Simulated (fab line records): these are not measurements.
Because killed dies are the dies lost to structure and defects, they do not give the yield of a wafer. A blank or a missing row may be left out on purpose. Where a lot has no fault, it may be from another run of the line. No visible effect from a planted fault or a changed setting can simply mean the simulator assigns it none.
Which tool was responsible? :: flow ritCmos :: 14 lots (42 wafers sampled), 1 step of a 202-step route

WHAT EACH GAUGE READ, for each wafer
No reading from a measuring or inspecting step in the record can be judged against a usual standard deviation.

EACH LOT AND THE TOOL THAT RAN IT (in order: tool; ch and the chambers of the sampled wafers; start)
lot: L360
RIT_SILICIDE_RTA_06: rtpAnneal-02 ch 0, day 3 12:52

lot: L362
RIT_SILICIDE_RTA_06: rtpAnneal-02 ch 0, day 3 18:18

lot: L363
RIT_SILICIDE_RTA_06: rtpAnneal-01 ch 0, day 4 02:02

lot: L364
RIT_SILICIDE_RTA_06: rtpAnneal-02 ch 0, day 4 05:26

lot: L365
RIT_SILICIDE_RTA_06: rtpAnneal-01 ch 0, day 4 09:25

lot: L367
RIT_SILICIDE_RTA_06: rtpAnneal-01 ch 0, day 4 16:16

lot: L371
RIT_SILICIDE_RTA_06: rtpAnneal-01 ch 0, day 5 21:55

lot: L372
RIT_SILICIDE_RTA_06: rtpAnneal-02 ch 0, day 6 07:42

lot: L374
RIT_SILICIDE_RTA_06: rtpAnneal-02 ch 0, day 6 13:50

lot: L375
RIT_SILICIDE_RTA_06: rtpAnneal-01 ch 0, day 6 16:49

lot: L378
RIT_SILICIDE_RTA_06: rtpAnneal-02 ch 0, day 7 08:10

lot: L380
RIT_SILICIDE_RTA_06: rtpAnneal-02 ch 0, day 7 12:43

lot: L379
RIT_SILICIDE_RTA_06: rtpAnneal-02 ch 0, day 7 12:55

lot: L382
RIT_SILICIDE_RTA_06: rtpAnneal-02 ch 0, day 8 01:10
- RIT_SILICIDE_RTA_06: time 10 s, ramp up 5 s, ramp down 10 s.

AS READ BY THE TOOLS THEMSELVES (means over the sampled wafers that have a number; for cases with no such wafer, the mark the record gives instead)
RIT_SILICIDE_RTA_06.
lot: L360
tool: rtpAnneal-02
wafer_temp_C_max: 753.5

lot: L362
tool: rtpAnneal-02
wafer_temp_C_max: 753.0

lot: L363
tool: rtpAnneal-01
wafer_temp_C_max: 754.8

lot: L364
tool: rtpAnneal-02
wafer_temp_C_max: 753.8

lot: L365
tool: rtpAnneal-01
wafer_temp_C_max: 753.7

lot: L367
tool: rtpAnneal-01
wafer_temp_C_max: 752.9

lot: L371
tool: rtpAnneal-01
wafer_temp_C_max: 741.2

lot: L372
tool: rtpAnneal-02
wafer_temp_C_max: 753.5

lot: L374
tool: rtpAnneal-02
wafer_temp_C_max: 753.1

lot: L375
tool: rtpAnneal-01
wafer_temp_C_max: 741.8

lot: L378
tool: rtpAnneal-02
wafer_temp_C_max: 753.8

lot: L380
tool: rtpAnneal-02
wafer_temp_C_max: 754.6

lot: L379
tool: rtpAnneal-02
wafer_temp_C_max: 754.0

lot: L382
tool: rtpAnneal-02
wafer_temp_C_max: 754.4

THE ANSWER, worked out from the rows above alone
Rule: the usual values come from the lots themselves. The widest of any qualifying gaps counts: lots, ordered by their means at a reading, are off when they make up no more than a third of the lots, leave a main group of 4 or more, and stand apart from it by 3 or more times the standard deviation of that group's means. A main group is skipped when, at the precision printed for the reading in the tables above, its means are all equal. Also off: a lot with no number at a reading for which 4 or more lots have one. Any other lot the step has rows for is counted as sound. First the gauges in route order, then the tools' own readings, where a lot's mean is used as printed above. The first step at which some lot is off is used, and at that step the reading that is off furthest; a lot without a number counts as furthest.
Off: L371, L375, at RIT_SILICIDE_RTA_06 (wafer_temp_C_max). Mean 753.8 and standard deviation 0.59 in the main group.
If a tool, at that step or one of the process steps before it, ran each lot that is off and ran no sound lot following the first of them, it fits. One fits: rtpAnneal-01 at RIT_SILICIDE_RTA_06. A fault onset in the window from L367 (day 4 16:16, its last sound lot) to L371 (day 5 21:55, its first lot off) fits.
The tool's own readings at RIT_SILICIDE_RTA_06 bear it out: on the lots that are off they differ by more than 5 times the standard deviation of the sound lots' means. wafer_temp_C_max reads 741.5 there against 753.8 on the sound lots.

WHAT HAD BEEN PUT IN BY THE SIMULATOR
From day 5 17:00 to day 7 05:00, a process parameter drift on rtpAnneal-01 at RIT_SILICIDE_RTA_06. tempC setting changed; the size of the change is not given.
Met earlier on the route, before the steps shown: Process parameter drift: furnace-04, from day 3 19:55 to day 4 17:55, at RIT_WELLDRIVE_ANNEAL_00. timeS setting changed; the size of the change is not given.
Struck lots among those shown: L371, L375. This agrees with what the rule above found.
